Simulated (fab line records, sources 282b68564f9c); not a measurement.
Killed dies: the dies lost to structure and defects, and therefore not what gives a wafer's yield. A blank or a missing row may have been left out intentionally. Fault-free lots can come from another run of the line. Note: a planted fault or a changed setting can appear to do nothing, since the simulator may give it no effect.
Struck lot and sound lot, side by side	flow rit cmos	15 out of 202 route steps
Sound: the wafers L906.2, L906.5, L906.6. Wafers struck: L910.2, L910.4, L910.6. The cause is given at the end.
Per side, at each step with rows, come the tool, then ch with its chambers, and then its first start. Under that, the readings that differ: sound wafers	struck wafers	difference of the means	sigmas: that difference in standard deviations of wafers without a fault.
alike: same words and numbers on both sides, and readings whose means sit less than 2 such deviations apart. not compared: any withheld reading, any reading some wafer has no value for, any bound like >300 that may hide the same value, and any number with overlapping values for which the record gives no deviation.
The two part at a step that has a row with sigmas, a row that says differs or no value, or rows on one side only. When numbers do not overlap yet have no deviation, they are printed without sigmas and do not part them. A reading missing from all wafers of one side parts the sides only when that side holds two or more wafers.

RIT_GATE_THK_MEAS_07:
  sound on film metro-01 at day 2 22:51; struck on film metro-01 at day 3 20:05
  alike: GATE_OXIDE_THK
then, 1 step without rows for these wafers: RIT_GATE_CVD_08 (deposits poly-Si from SiH4, target thk 250 nm, time 2220 s).
RIT_GATE_THK_MEAS_09:
  sound on film metro-01 at day 3 00:31; struck on film metro-01 at day 3 22:35
  alike: GATE_POLY_THK
then, 6 steps without rows for these wafers: RIT_GATE_HMDS_10 (prime time 60 s); RIT_GATE_COAT_11 (resist thk 850 nm); RIT_GATE_SOFTBAKE_12 (time 60 s); RIT_GATE_EXPOSE_13 (exposes mask M6, target cd 150 nm); RIT_GATE_PEB_14; RIT_GATE_DEVELOP_15 (develop time 50 s).
RIT_GATE_CD_MEAS_16 targets a cd of 150 nm.
  sound on cd sem-02 at day 3 01:28; struck on cd sem-02 at day 3 23:30
  alike: cd nm
RIT_GATE_OVL_MEAS_17:
  sound on overlay-01 at day 3 01:35; struck on overlay-02 at day 3 23:37
  alike: GATE_OVL
then, 1 step without rows for these wafers: RIT_GATE_HARDBAKE_18 (time 60 s).
RIT_GATE_ETCH_19: etches poly-Si in SF6/CHF3/O2, stops on SiO2, time 165 s, target depth 312.5 nm.
  sound on rie si-02 ch 1,2,3, day 3 01:46; struck on rie si-01 ch 0,2, day 3 23:47
reading	sound	struck	difference	sigmas
oes product au (a.u.)	0.838 0.838 0.865	0.714 0.716 0.705	-0.135	-12
run length s (s)	193.8 193.0 193.7	240.0 239.4 240.1	+46.3	+99 or more
model.NOVOLAK_of_GATE_COAT_11.thk nm (nm)	668.4 671.7 670.7	646.5 639.3 644.2	-26.9	
  alike: CHF3_flow_sccm, drypump motor current A, throttle valve pct
  not compared: rf hours counter h
RIT_GATE_STRIP_20: strips in O2, time 180 s.
  sound on plasma asher-02 ch 0,1, day 3 01:52; struck on plasma asher-02 ch 0,1, day 3 23:53
  alike: drypump motor current A
  not compared: rf hours counter h
RIT_M1_PROBE_99:
  only the struck wafers here have rows in the record (prober-02, day 4 21:40); the sound ones have none

WHERE THEY PART
At RIT_GATE_ETCH_19 first; at RIT_M1_PROBE_99 last (within this record only).

WHY: the cause the simulator had injected
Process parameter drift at RIT_GATE_ETCH_19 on rie si-01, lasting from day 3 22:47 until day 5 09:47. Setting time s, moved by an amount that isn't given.
